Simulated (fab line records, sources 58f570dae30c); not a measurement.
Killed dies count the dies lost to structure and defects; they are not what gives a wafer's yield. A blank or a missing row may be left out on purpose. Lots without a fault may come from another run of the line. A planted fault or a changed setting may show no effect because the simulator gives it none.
A sampling plan put to the test | flow berkeleyCmos170 | one fab line, 10 faults that these records tell of, each judged on the records of the lots that it struck; 1 more is left out, because the records don't allow judging it
The plan consists of the line's own looks: route steps at which the wafer is read by a gauge or an inspection but not changed. A look can be judged if struck wafers have a number there and the file gives its usual mean and standard deviation on fault-free wafers. Caught: the struck wafers' mean, at a look after the fault's first step, is 4 or more of those standard deviations (sigma) away from the usual mean. On the tool: the fault's steps, tested the same way using the tool's own readings. Another recipe on the struck wafers, or a record that is blank for them alone, also counts as caught.

## THE FAULTS, as the simulator had put them in
1. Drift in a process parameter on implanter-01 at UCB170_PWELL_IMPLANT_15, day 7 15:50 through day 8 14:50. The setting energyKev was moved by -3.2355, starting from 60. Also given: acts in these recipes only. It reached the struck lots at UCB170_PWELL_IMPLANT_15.
2. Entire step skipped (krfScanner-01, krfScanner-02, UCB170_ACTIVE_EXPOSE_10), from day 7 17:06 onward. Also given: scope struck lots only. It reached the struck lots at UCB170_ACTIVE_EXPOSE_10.
3. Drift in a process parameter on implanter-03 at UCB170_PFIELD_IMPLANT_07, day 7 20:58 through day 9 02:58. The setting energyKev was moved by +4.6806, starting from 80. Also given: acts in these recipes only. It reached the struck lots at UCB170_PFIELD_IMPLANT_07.
4. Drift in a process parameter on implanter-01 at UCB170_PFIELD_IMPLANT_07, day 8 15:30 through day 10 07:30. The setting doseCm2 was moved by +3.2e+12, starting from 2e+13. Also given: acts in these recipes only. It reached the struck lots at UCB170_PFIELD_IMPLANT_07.
5. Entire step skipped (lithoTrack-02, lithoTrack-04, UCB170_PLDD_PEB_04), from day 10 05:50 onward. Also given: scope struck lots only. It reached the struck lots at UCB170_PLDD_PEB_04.
6. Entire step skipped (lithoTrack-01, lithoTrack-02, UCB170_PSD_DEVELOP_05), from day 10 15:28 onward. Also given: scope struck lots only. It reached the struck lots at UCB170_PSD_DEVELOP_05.
7. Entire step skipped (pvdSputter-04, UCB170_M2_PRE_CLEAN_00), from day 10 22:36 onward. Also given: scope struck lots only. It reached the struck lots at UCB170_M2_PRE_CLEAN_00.
8. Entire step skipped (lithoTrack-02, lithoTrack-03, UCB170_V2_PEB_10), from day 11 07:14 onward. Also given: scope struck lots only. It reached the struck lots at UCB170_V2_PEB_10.
9. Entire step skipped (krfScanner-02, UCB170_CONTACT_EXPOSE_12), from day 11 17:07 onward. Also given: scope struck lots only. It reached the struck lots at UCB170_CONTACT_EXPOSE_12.
10. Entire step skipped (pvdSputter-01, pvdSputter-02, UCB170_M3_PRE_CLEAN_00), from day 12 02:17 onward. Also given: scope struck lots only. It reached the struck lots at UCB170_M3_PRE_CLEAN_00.

## WHAT THE PLAN SAW
fault | on the tool itself                               | first look that catches it                      | reading, sigma | median hours from its first step to that look | hours from the fault's start to the first struck lot there | judged looks passed uncaught
1     | beamEnergyKeV -99 or beyond sigma                | none of the 2 looks that can be judged after it | -              | -                                             | -                                                          | 2
2     | no reading that can be judged                    | no look after it can be judged                  | -              | -                                             | -                                                          | 0
3     | beamEnergyKeV +99 or beyond sigma                | no look after it can be judged                  | -              | -                                             | -                                                          | 0
4     | doseIonsCm2 +99 or beyond sigma                  | no look after it can be judged                  | -              | -                                             | -                                                          | 0
5     | the tool's record is blank for the struck wafers | no look after it can be judged                  | -              | -                                             | -                                                          | 0
6     | the tool's record is blank for the struck wafers | no look after it can be judged                  | -              | -                                             | -                                                          | 0
7     | the tool's record is blank for the struck wafers | none of the 2 looks that can be judged after it | -              | -                                             | -                                                          | 2
8     | the tool's record is blank for the struck wafers | no look after it can be judged                  | -              | -                                             | -                                                          | 0
9     | no reading that can be judged                    | no look after it can be judged                  | -              | -                                             | -                                                          | 0
10    | the tool's record is blank for the struck wafers | no look after it can be judged                  | -              | -                                             | -                                                          | 0
A dash: the fault isn't caught, or these records don't give the number.

Caught at a look: 0 of 10. Caught on the tool: 8 of 10. By one or the other: 8 of 10.
Faults 1, 3, 4, 5, 6, 7, 8, 10 were caught on the tool alone.
Caught by neither: faults 2, 9.
